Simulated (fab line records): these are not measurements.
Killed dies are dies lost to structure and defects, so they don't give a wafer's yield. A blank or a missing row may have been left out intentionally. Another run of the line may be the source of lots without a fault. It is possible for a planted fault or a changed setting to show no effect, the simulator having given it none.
What tool caused it? + flow rit cmos + 14 lots, 42 wafers sampled, at 2 steps of a route of 202

WHAT THE GAUGES READ, wafer by wafer
Not one reading of a measure or inspect step in the record can be checked against a usual standard deviation.

TOOL THAT RAN EACH LOT (tool first, then ch and the chambers of the sampled wafers, then the start)
| lot  | RIT_FOX1_WET_ETCH_02           | RIT_M1_PROBE_99        |
|------|--------------------------------|------------------------|
| L544 | wet bench-01 ch 0, day 1 16:53 | -                      |
| L545 | wet bench-02 ch 2, day 1 22:16 | -                      |
| L547 | wet bench-01 ch 0, day 2 08:06 | -                      |
| L549 | wet bench-01 ch 2, day 2 17:55 | -                      |
| L550 | wet bench-01 ch 3, day 2 22:53 | -                      |
| L551 | wet bench-02 ch 3, day 3 04:35 | -                      |
| L552 | wet bench-03 ch 0, day 3 09:02 | -                      |
| L554 | wet bench-02 ch 3, day 3 20:26 | -                      |
| L560 | wet bench-01 ch 2, day 5 02:35 | prober-01, day 7 04:58 |
| L562 | wet bench-02 ch 1, day 5 15:17 | -                      |
| L563 | wet bench-02 ch 0, day 5 19:40 | -                      |
| L564 | wet bench-01 ch 2, day 5 22:55 | -                      |
| L565 | wet bench-01 ch 3, day 6 03:17 | -                      |
| L567 | wet bench-01 ch 1, day 6 13:41 | -                      |
- RIT_FOX1_WET_ETCH_02: etches SiO2 in BOE, target depth 350 nm, time 390 s.
- RIT_M1_PROBE_99

WHAT THE TOOLS THEMSELVES READ (means of the sampled wafers that have a number; where no wafer has one, the mark that the record gives instead)
RIT_FOX1_WET_ETCH_02. Usual: run length s 418 s, standard deviation 4.
| lot  | tool         | run length s (s) | flag |
|------|--------------|------------------|------|
| L544 | wet bench-01 | 423              |      |
| L545 | wet bench-02 | 415              |      |
| L547 | wet bench-01 | 421              |      |
| L549 | wet bench-01 | 426              |      |
| L550 | wet bench-01 | 418              |      |
| L551 | wet bench-02 | 415              |      |
| L552 | wet bench-03 | 423              |      |
| L554 | wet bench-02 | 422              |      |
| L560 | wet bench-01 | 417              |      |
| L562 | wet bench-02 | 432              | OFF  |
| L563 | wet bench-02 | 434              | OFF  |
| L564 | wet bench-01 | 417              |      |
| L565 | wet bench-01 | 417              |      |
| L567 | wet bench-01 | 416              |      |

RIT_M1_PROBE_99. Usual: killed at contacts 0.1, standard deviation 0.31; killed at front end 7.1, standard deviation 2.8; killed dies 7.2, standard deviation 2.8; killed open 3.5, standard deviation 2; killed short 3.7, standard deviation 1.9.
| lot  | tool      | killed at contacts | killed at front end | killed dies | killed open | killed short | flag |
|------|-----------|--------------------|---------------------|-------------|-------------|--------------|------|
| L560 | prober-01 | 0.0                | 5.3                 | 5.3         | 2.0         | 2.3          |      |

THE ANSWER, worked out from the rows above alone
Rule: a lot counts as off when the mean over its wafers that have a number is more than 3 standard deviations away from the usual mean. A lot without any number at a reading at which 4 lots or more have one is off too. The other lots that the step has rows for count as sound. After the gauges, taken in route order, come the tools' own readings; for these a lot's mean is taken, as printed above. At the first step where some lot is off, the reading lying furthest off is the one used; lots without a number count as furthest.
Off: L562, L563, at RIT_FOX1_WET_ETCH_02 (run length s).
If a tool, at that step or one of the process steps before it, ran each lot that is off and ran no sound lot following the first of them, it fits. One candidate fits, namely wet bench-02 at RIT_FOX1_WET_ETCH_02. Its last sound lot is L554 (day 3 20:26), its first lot that is off L562 (day 5 15:17): a fault that began between those two fits.

WHAT THE SIMULATOR HAD PUT IN
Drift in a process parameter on wet bench-02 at RIT_FOX1_WET_ETCH_02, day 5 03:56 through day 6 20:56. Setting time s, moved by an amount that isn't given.
Struck lots among those shown: L562, L563. The rule above found the same.
